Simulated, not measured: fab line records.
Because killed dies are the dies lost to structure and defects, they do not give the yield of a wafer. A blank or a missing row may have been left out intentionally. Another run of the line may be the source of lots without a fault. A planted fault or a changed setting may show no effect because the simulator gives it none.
Split-lot study	flow berkeley cmos170	route with 331 steps; 5 lots, 23 wafers read

ON THE SPLIT
At UCB170_CONTACT_PEB_13, the setting peb temp c was moved away from the recipe's 130 C on 8 of the 23 wafers read, by -2.0% to +1.0%. For the rest of the wafers, this setting stayed at what the recipe calls for.

FROM THE SPLIT TO THE READING: what the file shows between them, 5 steps
- UCB170_CONTACT_DEVELOP_14: develop time 45 s
- UCB170_CONTACT_CD_MEAS_15: target cd 700 nm
- UCB170_CONTACT_ETCH_17: etches BARC in N2/H2
- UCB170_CONTACT_ETCH_18: etches PSG in CHF3/CF4/Ar, stops on TiSi2, target depth 840 nm, time 195 s
- UCB170_CONTACT_STRIP_19: strips in O2

THE READING
At UCB170_CONTACT_CD_MEAS_90: cd nm in nanometres, against a target cd of 700 nm. Typical for fault-free wafers on this fab line: 699.7 nm, with standard deviation 1.4 nm.

wafer	tool, chamber at the split	peb temp c as run, C	against the recipe	cd nm, nm	against lot-mates on the recipe
L074.1	litho track-04, 0	130	recipe	700.5	-
L074.2	litho track-04, 0	130	recipe	699.4	-
L074.3	litho track-04, 0	130	recipe	696.8	-
L080.2	litho track-03, 0	130	recipe	700.7	-
L080.3	litho track-03, 0	127.4	-2.0%	680.7	-19.5
L080.4	litho track-03, 0	127.4	-2.0%	683.0	-17.2
L080.5	litho track-03, 0	127.4	-2.0%	683.8	-16.5
L080.6	litho track-03, 0	130	recipe	699.8	-
L076.1	litho track-03, 0	130	recipe	700.8	-
L076.2	litho track-03, 0	131.3	+1.0%	707.5	+6.0
L076.3	litho track-03, 0	131.3	+1.0%	708.9	+7.4
L076.4	litho track-03, 0	131.3	+1.0%	708.6	+7.1
L076.5	litho track-03, 0	130	recipe	702.1	-
L079.1	litho track-03, 0	130	recipe	701.5	-
L079.2	litho track-03, 0	130	recipe	701.4	-
L079.3	litho track-03, 0	130	recipe	699.7	-
L079.4	litho track-03, 0	130	recipe	700.4	-
L079.6	litho track-03, 0	130	recipe	700.8	-
L081.1	litho track-04, 0	130	recipe	699.5	-
L081.2	litho track-04, 0	130	recipe	697.9	-
L081.3	litho track-04, 0	128	-1.5%	683.3	-15.4
L081.4	litho track-04, 0	130	recipe	698.7	-
L081.5	litho track-04, 0	128	-1.5%	685.3	-13.4

FIT RESULTS
A straight line over all 23 wafers: cd nm changes by +8.98 nm for each +1% of peb temp c; r = +0.99; the points scatter about the line by 1.5 nm.
The same after taking each lot's own level away (the mean of its wafers on the recipe; 23 wafers): +8.56 nm for each +1%; r = +0.99; scatter 1.2 nm.
Per that fit: largest peb temp c move, reading shift of 17 nm.
The span of the lots' own levels, 698.70 to 701.45 nm, comes to 2.0 times the standard deviation stated above.
Hence the lot-to-lot level has little effect on the slope; both slopes agree.
Check: -17 nm against its lot-mates is what the line predicts for one of the wafers moved furthest among these (-2.0%) when that wafer is left out of the fit. It came out at -19.5 nm against them.

THE WHOLE CHAIN: every reading that the file lists as answering this split, in the file's order
step	what it does	reading	change (the file's fit)	r (the file's)
UCB170_CONTACT_CD_MEAS_15	target cd 700 nm	cd nm	+9.25 nm for each +1% of the setting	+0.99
UCB170_CONTACT_ETCH_17	etches BARC in N2/H2	CONTACT.cd nm (the simulator's own value, which no gauge read)	+9.07 nm for each +1% of the setting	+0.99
UCB170_CONTACT_ETCH_18	etches PSG in CHF3/CF4/Ar, stops on TiSi2, target depth 840 nm, time 195 s	CONTACT.cd nm (the simulator's own value, which no gauge read)	+8.75 nm for each +1% of the setting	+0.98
UCB170_CONTACT_CD_MEAS_90	target cd 700 nm	cd nm	+8.75 nm for each +1% of the setting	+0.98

FILE'S OWN FIT
cd nm changes by +8.75 nm for each +1% of peb temp c, r = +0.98.
